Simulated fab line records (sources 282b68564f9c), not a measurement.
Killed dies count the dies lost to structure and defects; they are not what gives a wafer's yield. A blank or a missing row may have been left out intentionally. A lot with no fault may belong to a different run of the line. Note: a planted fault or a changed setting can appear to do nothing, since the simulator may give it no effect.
Matching of chambers ; flow rit-cmos ; RIT_SPACER_ETCHBACK_05 on rie-diel-01 has 4 sister chambers
The step etches Si3N4 in SF6/CHF3, stops on SiO2, target depth 250 nm, time 240 s. 8 wafers are shown with their chamber, then 8 later ones without.

## EACH WAFER AND ITS CHAMBER
wafer;chamber;throttle-valve-pct (%);drypump-motor-current-A (A)
L813.1;3;10.07;6.00
L817.3;1;10.23;6.12
L818.2;1;10.25;6.11
L818.5;2;10.22;5.88
L819.2;2;10.23;5.84
L819.3;3;10.07;5.98
L819.4;0;10.22;6.05
L821.1;0;10.23;6.07

## WAFERS WHOSE CHAMBER IS MISSING
wafer;throttle-valve-pct (%);drypump-motor-current-A (A)
L821.5;10.06;5.99
L821.6;10.23;5.86
L822.2;10.23;6.06
L822.4;10.07;6.00
L822.5;10.22;5.90
L825.3;10.22;5.87
L825.4;10.26;6.11
L825.5;10.21;5.89

## WHICH CHAMBER EACH ONE RAN IN
wafer;from the rows above;in truth
L821.5;3;3
L821.6;2;2
L822.2;0;0
L822.4;3;3
L822.5;2;2
L825.3;2;2
L825.4;1;1
L825.5;2;2
Correct placement for 8 of the 8. Left unplaced by these rows: 0. Wrongly placed: 0.
How it was worked out, from the rows above alone: a wafer's distance from a chamber is the root of the sum, over the readings, of the square of ((its reading less the chamber's mean) divided by the reading's scatter). The wafer belongs to the nearest chamber; if the next one is less than 2 further off, it can't be placed. The mean given for a chamber averages the wafers shown for that chamber. How the scatter is found: for the shown wafers, subtract from each reading the mean of its chamber, square and add these, divide the total by (wafers less chambers), then take the root.
